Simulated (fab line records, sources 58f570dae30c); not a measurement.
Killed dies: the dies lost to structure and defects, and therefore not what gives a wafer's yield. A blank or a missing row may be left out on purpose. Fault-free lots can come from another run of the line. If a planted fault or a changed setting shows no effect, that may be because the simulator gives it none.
The tool behind it: which one?    flow berkeleyCmos170    14 lots with 42 wafers sampled at 5 steps, on a route of 331 steps

## WHAT THE GAUGES READ, wafer by wafer
UCB170_PWELL_THK_MEAS_06. Usual: PWELL_NITRIDE_THK gives 220.3 nm (standard deviation 2).
lot   measured     on            PWELL_NITRIDE_THK (nm)  flag
L253  day 3 07:11  filmMetro-04  222.9 219.8 221.1       
L254  day 3 14:16  filmMetro-03  218.2 223.0 220.3       
L255  day 3 18:19  filmMetro-02  222.9 223.6 222.6       
L257  day 3 22:41  filmMetro-02  221.9 221.7 221.5       
L258  day 4 10:51  filmMetro-04  219.4 219.9 220.5       
L260  day 4 20:36  filmMetro-03  218.6 218.0 219.7       
L261  day 4 20:37  filmMetro-04  222.7 221.0 220.9       
L262  day 4 20:37  filmMetro-02  220.4 221.2 221.2       
L263  day 5 04:52  filmMetro-03  221.9 221.9 221.5       
L265  day 5 20:03  filmMetro-04  216.5 216.6 214.3       
L267  day 6 01:34  filmMetro-03  219.7 217.6 218.4       
L271  day 7 03:22  filmMetro-04  221.6 223.4 223.9       
L274  day 7 17:10  filmMetro-02  223.2 222.7 221.3       
L275  day 7 19:59  filmMetro-04  223.5 223.3 222.5       

UCB170_SDANNEAL_RS_MEAS_04: the measuring method here is four-point-probe. Usual: PLDD_RS gives 1032.0 ohm/sq (standard deviation 2.7).
lot   measured      on            PLDD_RS (ohm/sq)      flag
L253  day 6 23:55   filmMetro-04  1035.3 1033.7 1035.7  
L254  day 7 14:26   filmMetro-04  1034.7 1034.7 1036.7  
L255  day 7 14:04   filmMetro-02  1030.4 1030.4 1030.2  
L257  day 7 14:36   filmMetro-01  1035.3 1033.9 1031.5  
L258  day 8 06:55   filmMetro-01  1027.5 1029.3 1029.4  
L260  day 8 17:35   filmMetro-04  1033.6 1032.0 1029.5  
L261  day 8 16:31   filmMetro-02  1031.3 1030.0 1031.7  
L262  day 8 16:17   filmMetro-04  1029.2 1034.2 1033.4  
L263  day 8 17:35   filmMetro-02  1030.9 1030.9 1030.2  
L265  day 9 07:46   filmMetro-01  1031.0 1029.2 1030.6  
L267  day 9 16:43   filmMetro-04  1030.3 1035.6 1034.9  
L271  day 10 18:23  filmMetro-01  954.9 955.8 957.4     OFF
L274  day 11 09:01  filmMetro-02  951.3 951.6 952.8     OFF
L275  day 11 09:17  filmMetro-01  1031.4 1029.5 1029.0  

UCB170_M1_RS_MEAS_01: the measuring method here is four-point-probe. Usual: M1_AL_RS gives 0.0486 ohm/sq (standard deviation 0.00051).
lot   measured      on            M1_AL_RS (ohm/sq)     flag
L253  day 7 05:14   filmMetro-04  0.0486 0.0482 0.0480  
L254  day 7 22:19   filmMetro-02  0.0489 0.0489 0.0485  
L255  day 7 20:37   filmMetro-02  0.0489 0.0491 0.0490  
L257  day 7 22:55   filmMetro-04  0.0491 0.0497 0.0495  
L258  day 8 15:01   filmMetro-01  0.0486 0.0487 0.0489  
L260  day 9 00:14   filmMetro-02  0.0488 0.0489 0.0493  
L261  day 8 21:44   filmMetro-02  0.0489 0.0490 0.0488  
L262  day 8 21:28   filmMetro-01  0.0480 0.0478 0.0483  
L263  day 9 00:31   filmMetro-01  0.0490 0.0486 0.0488  
L265  day 9 16:17   filmMetro-04  0.0490 0.0492 0.0492  
L267  day 9 21:59   filmMetro-01  0.0492 0.0490 0.0492  
L271  day 11 00:38  filmMetro-02  0.0480 0.0480 0.0482  
L274  day 11 16:06  filmMetro-04  0.0488 0.0484 0.0487  
L275  day 11 16:18  filmMetro-01  0.0482 0.0484 0.0487  

## WHAT TOOL EACH LOT RAN ON (gives the tool, then ch and the chambers of the sampled wafers, and finally the start)
lot   UCB170_PLDD_IMPLANT_08           UCB170_M1_SPUTTER_00
L253  implanter-03 ch 0, day 6 10:03   pvdSputter-02, day 7 05:09
L254  implanter-04 ch 0, day 7 00:51   pvdSputter-01, day 7 22:14
L255  implanter-04 ch 0, day 6 21:59   pvdSputter-04, day 7 20:34
L257  implanter-01 ch 0, day 6 21:50   pvdSputter-04, day 7 22:51
L258  implanter-01 ch 0, day 7 17:58   pvdSputter-02, day 8 14:56
L260  implanter-04 ch 0, day 8 04:03   pvdSputter-01, day 9 00:10
L261  implanter-03 ch 0, day 8 04:21   pvdSputter-04, day 8 21:40
L262  implanter-01 ch 0, day 8 03:48   pvdSputter-01, day 8 21:23
L263  implanter-01 ch 0, day 8 04:34   pvdSputter-04, day 9 00:28
L265  implanter-04 ch 0, day 8 19:56   pvdSputter-02, day 9 16:10
L267  implanter-04 ch 0, day 9 03:42   pvdSputter-02, day 9 21:56
L271  implanter-04 ch 0, day 10 05:24  pvdSputter-02, day 11 00:34
L274  implanter-04 ch 0, day 10 17:01  pvdSputter-04, day 11 15:59
L275  implanter-03 ch 0, day 10 17:11  pvdSputter-01, day 11 16:14
- UCB170_PLDD_IMPLANT_08
- UCB170_M1_SPUTTER_00: material Al, target thk 600 nm, time 80 s.

## WHAT THE TOOLS THEMSELVES READ (means of the sampled wafers that have a number; where no wafer has one, the mark that the record gives instead)
UCB170_PLDD_IMPLANT_08. Usual: beamOnS 9.99 s, standard deviation 0.2; endStationPressureTorr 5.12e-06 Torr, standard deviation 2.9e-07; faradayCurrentUA 159, standard deviation 3.1.
lot   tool          beamOnS (s)  endStationPressureTorr (Torr)  faradayCurrentUA  flag
L253  implanter-03  10.06        5.37e-06                       158               
L254  implanter-04  10.13        5.26e-06                       157               
L255  implanter-04  9.96         5.01e-06                       159               
L257  implanter-01  10.10        5.28e-06                       157               
L258  implanter-01  10.11        5.14e-06                       157               
L260  implanter-04  9.92         5.37e-06                       160               
L261  implanter-03  9.98         4.82e-06                       159               
L262  implanter-01  10.00        4.97e-06                       158               
L263  implanter-01  9.81         5.20e-06                       162               
L265  implanter-04  9.97         4.94e-06                       159               
L267  implanter-04  10.01        5.00e-06                       159               
L271  implanter-04  11.95        9.75e-05                       134               OFF
L274  implanter-04  12.06        9.06e-05                       133               OFF
L275  implanter-03  9.79         5.65e-06                       162               

UCB170_M1_SPUTTER_00. Usual: throttleValvePct 29.9 %, standard deviation 1.2.
lot   tool           throttleValvePct (%)  flag
L253  pvdSputter-02  28.7                  
L254  pvdSputter-01  30.1                  
L255  pvdSputter-04  31.0                  
L257  pvdSputter-04  30.1                  
L258  pvdSputter-02  30.2                  
L260  pvdSputter-01  29.8                  
L261  pvdSputter-04  30.9                  
L262  pvdSputter-01  29.9                  
L263  pvdSputter-04  29.2                  
L265  pvdSputter-02  30.2                  
L267  pvdSputter-02  28.8                  
L271  pvdSputter-02  30.2                  
L274  pvdSputter-04  30.7                  
L275  pvdSputter-01  28.6                  

## THE ANSWER, worked out from the rows above alone
Rule: lot off if the mean of its wafers having a number is beyond 3 standard deviations from the usual mean. Also off: a lot with no number at a reading for which 4 or more lots have one. All remaining lots with rows at the step are treated as sound. First the gauges in route order, then the tools' own readings, where a lot's mean is used as printed above. The first step at which some lot is off is used, and at that step the reading that is off furthest; a lot without a number counts as furthest.
Off: at UCB170_SDANNEAL_RS_MEAS_04 (PLDD_RS), L271, L274.
A tool fits if, at a process step before that reading, it ran every lot that is off, and no sound lot after the first of them. Not tried: the gauges at UCB170_SDANNEAL_RS_MEAS_04; whatever is off there is also off at UCB170_PLDD_IMPLANT_08, on other tools, and gauge error can't account for it. One fits: UCB170_PLDD_IMPLANT_08 on implanter-04. A fault onset in the window from L267 (day 9 03:42, its last sound lot) to L271 (day 10 05:24, its first lot off) fits.
The tool's own readings at UCB170_PLDD_IMPLANT_08 bear it out: on the lots that are off they differ by more than 5 times the standard deviation of the sound lots' means. beamOnS reads 12.00 s there against 9.99 s on the sound lots; endStationPressureTorr reads 9.41e-05 Torr there against 5.17e-06 Torr on the sound lots; faradayCurrentUA reads 134 there against 159 on the sound lots.

## WHAT THE SIMULATOR PUT IN
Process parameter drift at UCB170_PLDD_IMPLANT_08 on implanter-04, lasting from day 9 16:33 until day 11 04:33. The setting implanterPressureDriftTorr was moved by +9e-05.
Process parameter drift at UCB170_PLDD_IMPLANT_08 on implanter-04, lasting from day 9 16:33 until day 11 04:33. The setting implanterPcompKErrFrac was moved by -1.
Shown lots that were struck: L271, L274. Same finding as the rule above.
